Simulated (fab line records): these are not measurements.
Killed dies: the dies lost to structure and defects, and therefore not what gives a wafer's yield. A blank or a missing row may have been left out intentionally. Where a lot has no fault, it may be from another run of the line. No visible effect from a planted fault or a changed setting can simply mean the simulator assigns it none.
A lot that was struck, set against a sound lot :: flow berkeley-cmos170 :: 14 steps out of a route of 331
Sound: these wafers, L401.2, L401.5, L401.6. Wafers struck: L411.3, L411.4, L411.6. Last of all comes the cause.
Order at every step that has rows: each side's tool, ch and its chambers, its first start. Under that, the readings that differ: sound wafers :: struck wafers :: difference of the means :: sigmas: that difference in standard deviations of wafers without a fault.
alike: a reading whose means differ by less than 2 such deviations, as well as words and numbers matching on both sides. not compared: withheld readings; readings where some wafer has no value; bounds like >300 that might hide an equal value; numbers whose values overlap and for which the record gives no deviation.
The two part at a step that has a row with sigmas, a row that says differs or no value, or rows on one side only. Numbers that don't overlap but have no deviation are shown without sigmas and don't part them. A reading missing from all wafers of one side parts the sides only when that side holds two or more wafers.

first, 1 step without rows for these wafers: UCB170_M2_PRE_CLEAN_00 (preclean etch time 60 s).
UCB170_M2_SPUTTER_01: material Al, target thk 900 nm, time 120 s.
  sound: pvd-sputter-01 at day 9 06:23; struck: pvd-sputter-03 at day 11 05:29
  alike: throttle-valve-pct
UCB170_M2_RS_MEAS_02: a four-point-probe measurement.
  sound: film-metro-04 at day 9 06:30; struck: film-metro-04 at day 11 05:37
  alike: M2_AL_RS
UCB170_M2_THK_MEAS_03: measures by xrf.
  sound: film-metro-04 at day 9 06:37; struck: film-metro-04 at day 11 05:43
  alike: M2_AL_THK
then, 3 steps without rows for these wafers: UCB170_M2_HMDS_04 (prime time 60 s); UCB170_M2_COAT_05 (resist thk 900 nm); UCB170_M2_SOFTBAKE_06 (time 60 s).
UCB170_M2_STRIP_07: strips in O2.
  sound on plasma-asher-02 ch 0,1, day 9 07:07; struck on plasma-asher-02 ch 0,1, day 11 06:19
  alike: drypump-motor-current-A, oes-product-au, strip-time-to-endpoint-s
  not compared: rf-hours-counter-h
then, 4 steps without rows for these wafers: UCB170_M2_STRIP_08 (strips KrF in DMSO, time 600 s); UCB170_M2_COAT_09; UCB170_M2_COAT_10 (resist thk 900 nm); UCB170_M2_SOFTBAKE_11 (time 60 s).
UCB170_M2_EXPOSE_12: exposes mask METAL2, target cd 700 nm.
  struck on krf-scanner-02, day 11 07:03; sound on krf-scanner-02 ch 0, day 9 08:02
  no value came back on the struck wafers for exposure-dose-mJ-cm2, focus-offset-nm (nm); on the sound wafers exposure-dose-mJ-cm2 reads 26.00 26.01 25.97
  alike: mask
after that, 1 step had no rows for these wafers: UCB170_M2_PEB_13.

WHERE THEY PART
At UCB170_M2_EXPOSE_12 and nowhere else, as far as this record goes.

WHY: what had been put in by the simulator
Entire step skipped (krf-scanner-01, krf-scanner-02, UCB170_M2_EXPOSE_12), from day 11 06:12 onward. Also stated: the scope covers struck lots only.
